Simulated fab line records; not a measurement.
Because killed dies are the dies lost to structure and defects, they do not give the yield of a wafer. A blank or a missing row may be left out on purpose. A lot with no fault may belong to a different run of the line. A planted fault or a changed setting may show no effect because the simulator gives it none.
Which tool was responsible? | flow berkeley-cmos170 | 14 lots, 42 wafers sampled, at 3 steps of a route of 331

## WHAT THE GAUGES SHOWED, per wafer
UCB170_NWELL_THK_MEAS_05.
lot  | measured    | on            | NWELL_NITRIDE_THK (nm)
L536 | day 3 00:20 | film-metro-04 | 227.3 227.1 225.7
L535 | day 3 00:22 | film-metro-03 | 221.1 221.8 221.8
L537 | day 3 13:26 | film-metro-01 | 225.6 223.8 222.2
L538 | day 3 21:07 | film-metro-04 | 222.3 221.2 222.3
L539 | day 3 21:07 | film-metro-03 | 222.5 223.9 224.5
L540 | day 4 02:18 | film-metro-04 | 224.5 225.8 224.4
L543 | day 4 09:59 | film-metro-01 | 226.3 225.8 227.4
L546 | day 4 17:56 | film-metro-01 | 220.9 222.3 222.9
L545 | day 4 18:01 | film-metro-04 | 219.2 221.6 219.6
L550 | day 5 20:41 | film-metro-03 | 224.4 221.4 221.7
L549 | day 5 20:43 | film-metro-01 | 221.1 223.2 221.1
L553 | day 6 19:19 | film-metro-03 | 224.4 224.8 223.0
L554 | day 6 19:20 | film-metro-04 | 223.1 223.3 221.8
L556 | day 7 06:07 | film-metro-03 | 222.9 223.8 225.2

UCB170_WELLDRIVE_THK_MEAS_02.
lot  | measured    | on            | WELLDRIVE_OXIDE_THK (nm)
L536 | day 4 16:43 | film-metro-04 | 193.1 196.1 195.0
L535 | day 4 10:35 | film-metro-01 | 197.0 202.7 200.8
L537 | day 4 22:40 | film-metro-02 | 200.0 198.7 199.5
L538 | day 5 07:04 | film-metro-02 | 200.3 201.0 202.7
L539 | day 5 07:04 | film-metro-04 | 198.6 199.0 201.8
L540 | day 5 10:34 | film-metro-01 | 194.8 195.4 197.3
L543 | day 5 19:13 | film-metro-01 | 201.4 199.9 200.2
L546 | day 6 08:37 | film-metro-04 | 194.2 193.9 191.4
L545 | day 6 08:38 | film-metro-01 | 196.6 201.4 200.8
L550 | day 7 07:40 | film-metro-04 | 194.6 198.8 198.1
L549 | day 7 07:41 | film-metro-02 | 190.3 193.1 190.5
L553 | day 8 15:35 | film-metro-04 | 199.8 198.4 195.8
L554 | day 8 15:37 | film-metro-02 | 202.6 199.6 199.1
L556 | day 8 23:44 | film-metro-01 | 194.4 198.0 196.0

## WHAT TOOL EACH LOT RAN ON (gives the tool, then ch and the chambers of the sampled wafers, and finally the start)
lot  | UCB170_NWELL_ETCH_13
L536 | rie-diel-04 ch 1,2,3, day 3 02:03
L535 | rie-diel-01 ch 0,1,2, day 3 01:47
L537 | rie-diel-01 ch 0,1, day 3 14:55
L538 | rie-diel-04 ch 0,3, day 3 22:35
L539 | rie-diel-03 ch 0,3, day 3 22:19
L540 | rie-diel-01 ch 0,1,2, day 4 03:21
L543 | rie-diel-04 ch 0,3, day 4 11:53
L546 | rie-diel-01 ch 1,2,3, day 4 19:09
L545 | rie-diel-04 ch 0,3, day 4 19:14
L550 | rie-diel-03 ch 0,1,3, day 5 22:02
L549 | rie-diel-01 ch 0,1, day 5 21:46
L553 | rie-diel-01 ch 0,3, day 6 20:46
L554 | rie-diel-03 ch 0,3, day 6 21:02
L556 | rie-diel-04 ch 0,2,3, day 7 07:16
- UCB170_NWELL_ETCH_13: etches Si3N4 in CH3F/Ar/O2, stops on SiO2, target depth 246.4 nm, time 154 s.

## WHAT THE TOOLS THEMSELVES READ (means of the sampled wafers that have a number; where no wafer has one, the mark that the record gives instead)
UCB170_NWELL_ETCH_13.
lot  | tool        | CH3F_flow_sccm (sccm) | O2_flow_sccm (sccm) | drypump-motor-current-A (A) | oes-product-au (a.u.) | throttle-valve-pct (%)
L536 | rie-diel-04 | 20.02                 | 6.999               | 5.85                        | 0.950                 | 8.07
L535 | rie-diel-01 | 19.97                 | 6.994               | 5.78                        | 0.939                 | 8.08
L537 | rie-diel-01 | 20.04                 | 6.986               | 5.83                        | 0.940                 | 8.15
L538 | rie-diel-04 | 20.09                 | 7.000               | 5.67                        | 0.924                 | 7.99
L539 | rie-diel-03 | 20.05                 | 6.977               | 5.82                        | 0.949                 | 8.14
L540 | rie-diel-01 | 20.01                 | 6.995               | 5.75                        | 0.950                 | 8.08
L543 | rie-diel-04 | 20.02                 | 7.010               | 5.69                        | 0.942                 | 8.00
L546 | rie-diel-01 | 20.01                 | 7.021               | 5.86                        | 0.941                 | 7.98
L545 | rie-diel-04 | 19.96                 | 6.993               | 5.67                        | 0.919                 | 8.00
L550 | rie-diel-03 | 20.02                 | 6.993               | 5.71                        | 0.945                 | 8.13
L549 | rie-diel-01 | 19.94                 | 7.010               | 5.82                        | 0.945                 | 8.13
L553 | rie-diel-01 | 20.00                 | 7.015               | 5.93                        | 0.957                 | 8.00
L554 | rie-diel-03 | 19.97                 | 6.980               | 5.93                        | 0.943                 | 8.10
L556 | rie-diel-04 | 20.00                 | 6.990               | 5.79                        | 0.926                 | 8.02

## THE ANSWER, worked out from the rows above alone
Rule: usual is defined by the lots themselves. The widest of any qualifying gaps counts: lots, ordered by their means at a reading, are off when they make up no more than a third of the lots, leave a main group of 4 or more, and stand apart from it by 3 or more times the standard deviation of that group's means. If all means in a main group match to the digits the tables above print for the reading, that group is not used. Also off: a lot with no number at a reading for which 4 or more lots have one. Any other lot the step has rows for is counted as sound. First the gauges in route order, then the tools' own readings, where a lot's mean is used as printed above. At the first step where some lot is off, the reading lying furthest off is the one used; lots without a number count as furthest.
No lot is off on any of the readings shown, so nothing can be concluded from this.

## WHAT THE SIMULATOR PUT IN
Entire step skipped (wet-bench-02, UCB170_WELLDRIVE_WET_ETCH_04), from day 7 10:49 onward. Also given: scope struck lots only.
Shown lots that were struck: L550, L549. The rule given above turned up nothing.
